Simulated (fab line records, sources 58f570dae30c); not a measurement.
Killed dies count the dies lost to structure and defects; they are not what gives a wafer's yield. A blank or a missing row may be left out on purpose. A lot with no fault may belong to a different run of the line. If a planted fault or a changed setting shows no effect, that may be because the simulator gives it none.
Chamber matching + flow berkeley-cmos170 + UCB170_GATE_ETCH_14 on rie-diel-03 has 4 sister chambers
The step etches BARC in N2/H2. 8 wafers are shown with their chamber, then 7 later ones without.

WAFERS WITH THEIR CHAMBER
| wafer  | chamber | drypump-motor-current-A (A) | throttle-valve-pct (%) |
|--------|---------|-----------------------------|------------------------|
| L168.6 | 2       | 6.2                         | 13.50                  |
| L171.3 | 2       | 6.2                         | 13.50                  |
| L175.6 | 1       | 5.3                         | 13.34                  |
| L177.1 | 0       | 5.8                         | 13.41                  |
| L177.2 | 1       | 5.4                         | 13.35                  |
| L177.3 | 3       | 5.3                         | 13.17                  |
| L180.2 | 0       | 5.8                         | 13.38                  |
| L180.3 | 3       | 5.3                         | 13.17                  |

WAFERS WITHOUT THEIR CHAMBER
| wafer  | drypump-motor-current-A (A) | throttle-valve-pct (%) |
|--------|-----------------------------|------------------------|
| L180.6 | 5.3                         | 13.16                  |
| L183.2 | 5.8                         | 13.38                  |
| L183.4 | 6.2                         | 13.52                  |
| L183.6 | 5.3                         | 13.17                  |
| L185.1 | 5.4                         | 13.34                  |
| L185.2 | 5.3                         | 13.19                  |
| L185.4 | 5.3                         | 13.18                  |

WHICH CHAMBER EACH WENT THROUGH
| wafer  | from the rows above | in truth |
|--------|---------------------|----------|
| L180.6 | 3                   | 3        |
| L183.2 | 0                   | 0        |
| L183.4 | 2                   | 2        |
| L183.6 | 3                   | 3        |
| L185.1 | 1                   | 1        |
| L185.2 | 3                   | 3        |
| L185.4 | 3                   | 3        |
Correctly placed: 7 of 7. Number that these rows cannot place: 0. 0 placed wrongly.
How it was worked out, from the rows above alone: a wafer's distance from a chamber is the root of the sum, over the readings, of the square of ((its reading less the chamber's mean) divided by the reading's scatter). The wafer belongs to the nearest chamber; if the next one is less than 2 further off, it can't be placed. The mean given for a chamber averages the wafers shown for that chamber. The scatter: take each reading less its chamber's mean, square it, sum over the shown wafers, divide by the number of wafers less the number of chambers, and take the root.
